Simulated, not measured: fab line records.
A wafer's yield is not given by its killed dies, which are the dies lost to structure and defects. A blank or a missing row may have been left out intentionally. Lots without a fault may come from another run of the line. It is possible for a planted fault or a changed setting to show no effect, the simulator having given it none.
Split-lot experiment :: flow berkeley-cmos170 :: on a route of 331 steps: 5 lots, 23 wafers read

## THE SPLIT ITSELF
At UCB170_START_OXIDATION_02 (target thk 20 nm, ox time 1800 s), the setting temp-c was moved away from the recipe's 950 C on 15 of the 23 wafers read, by -1.1% to +1.9%. The other wafers ran this setting at the recipe's value.

Between the split and the reading, the file records no step.

## THE READING
START_OXIDE_THK in nanometres, read at UCB170_START_THK_MEAS_03. Typical for fault-free wafers on this fab line: 19.8 nm, with standard deviation 0.34 nm.

wafer: L075.1
tool, chamber at the split: -, -
temp-c as run, C: 963.1
against the recipe: +1.4%
START_OXIDE_THK, nm: 22.7
against lot-mates on the recipe: no lot-mate on the recipe

wafer: L075.2
tool, chamber at the split: -, -
temp-c as run, C: 963.1
against the recipe: +1.4%
START_OXIDE_THK, nm: 22.5
against lot-mates on the recipe: no lot-mate on the recipe

wafer: L075.3
tool, chamber at the split: -, -
temp-c as run, C: 963.1
against the recipe: +1.4%
START_OXIDE_THK, nm: 22.7
against lot-mates on the recipe: no lot-mate on the recipe

wafer: L075.4
tool, chamber at the split: -, -
temp-c as run, C: 963.1
against the recipe: +1.4%
START_OXIDE_THK, nm: 22.7
against lot-mates on the recipe: no lot-mate on the recipe

wafer: L075.5
tool, chamber at the split: -, -
temp-c as run, C: 963.1
against the recipe: +1.4%
START_OXIDE_THK, nm: 22.6
against lot-mates on the recipe: no lot-mate on the recipe

wafer: L077.2
tool, chamber at the split: furnace-01, 0
temp-c as run, C: 950
against the recipe: recipe
START_OXIDE_THK, nm: 19.7
against lot-mates on the recipe: -

wafer: L077.3
tool, chamber at the split: furnace-01, 0
temp-c as run, C: 950
against the recipe: recipe
START_OXIDE_THK, nm: 19.5
against lot-mates on the recipe: -

wafer: L077.4
tool, chamber at the split: furnace-01, 0
temp-c as run, C: 950
against the recipe: recipe
START_OXIDE_THK, nm: 20.0
against lot-mates on the recipe: -

wafer: L078.1
tool, chamber at the split: -, -
temp-c as run, C: 950
against the recipe: recipe
START_OXIDE_THK, nm: 19.6
against lot-mates on the recipe: -

wafer: L078.2
tool, chamber at the split: -, -
temp-c as run, C: 950
against the recipe: recipe
START_OXIDE_THK, nm: 19.7
against lot-mates on the recipe: -

wafer: L078.3
tool, chamber at the split: -, -
temp-c as run, C: 950
against the recipe: recipe
START_OXIDE_THK, nm: 19.9
against lot-mates on the recipe: -

wafer: L078.5
tool, chamber at the split: -, -
temp-c as run, C: 950
against the recipe: recipe
START_OXIDE_THK, nm: 19.6
against lot-mates on the recipe: -

wafer: L078.6
tool, chamber at the split: -, -
temp-c as run, C: 950
against the recipe: recipe
START_OXIDE_THK, nm: 19.6
against lot-mates on the recipe: -

wafer: L080.1
tool, chamber at the split: -, -
temp-c as run, C: 939.9
against the recipe: -1.1%
START_OXIDE_THK, nm: 17.3
against lot-mates on the recipe: no lot-mate on the recipe

wafer: L080.2
tool, chamber at the split: -, -
temp-c as run, C: 939.9
against the recipe: -1.1%
START_OXIDE_THK, nm: 17.3
against lot-mates on the recipe: no lot-mate on the recipe

wafer: L080.3
tool, chamber at the split: -, -
temp-c as run, C: 939.9
against the recipe: -1.1%
START_OXIDE_THK, nm: 17.4
against lot-mates on the recipe: no lot-mate on the recipe

wafer: L080.5
tool, chamber at the split: -, -
temp-c as run, C: 939.9
against the recipe: -1.1%
START_OXIDE_THK, nm: 17.8
against lot-mates on the recipe: no lot-mate on the recipe

wafer: L080.6
tool, chamber at the split: -, -
temp-c as run, C: 939.9
against the recipe: -1.1%
START_OXIDE_THK, nm: 17.2
against lot-mates on the recipe: no lot-mate on the recipe

wafer: L084.1
tool, chamber at the split: -, -
temp-c as run, C: 968.4
against the recipe: +1.9%
START_OXIDE_THK, nm: 23.5
against lot-mates on the recipe: no lot-mate on the recipe

wafer: L084.2
tool, chamber at the split: -, -
temp-c as run, C: 968.4
against the recipe: +1.9%
START_OXIDE_THK, nm: 23.7
against lot-mates on the recipe: no lot-mate on the recipe

wafer: L084.3
tool, chamber at the split: -, -
temp-c as run, C: 968.4
against the recipe: +1.9%
START_OXIDE_THK, nm: 23.7
against lot-mates on the recipe: no lot-mate on the recipe

wafer: L084.4
tool, chamber at the split: -, -
temp-c as run, C: 968.4
against the recipe: +1.9%
START_OXIDE_THK, nm: 23.9
against lot-mates on the recipe: no lot-mate on the recipe

wafer: L084.6
tool, chamber at the split: -, -
temp-c as run, C: 968.4
against the recipe: +1.9%
START_OXIDE_THK, nm: 23.9
against lot-mates on the recipe: no lot-mate on the recipe

THE FIT
A straight line over all 23 wafers: START_OXIDE_THK changes by +2.12 nm for each +1% of temp-c; r = +1.00; the points scatter about the line by 0.17 nm.
Too few moved wafers with a lot-mate on the recipe to fit a line net of each lot's own level.

## THE WHOLE CHAIN: every reading that the file lists as answering this split, in the file's order
step: UCB170_START_OXIDATION_02
what it does: target thk 20 nm, ox time 1800 s
reading: SiO2_of_START_OXIDATION_02.thk-nm (the simulator's own value, which no gauge read)
change (the file's fit): +2.13 nm for each +1% of the setting
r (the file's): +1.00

step: UCB170_START_THK_MEAS_03
what it does: 
reading: START_OXIDE_THK
change (the file's fit): +2.12 for each +1% of the setting
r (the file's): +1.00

## FILE'S OWN FIT
START_OXIDE_THK changes by +2.12 nm for each +1% of temp-c, r = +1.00.
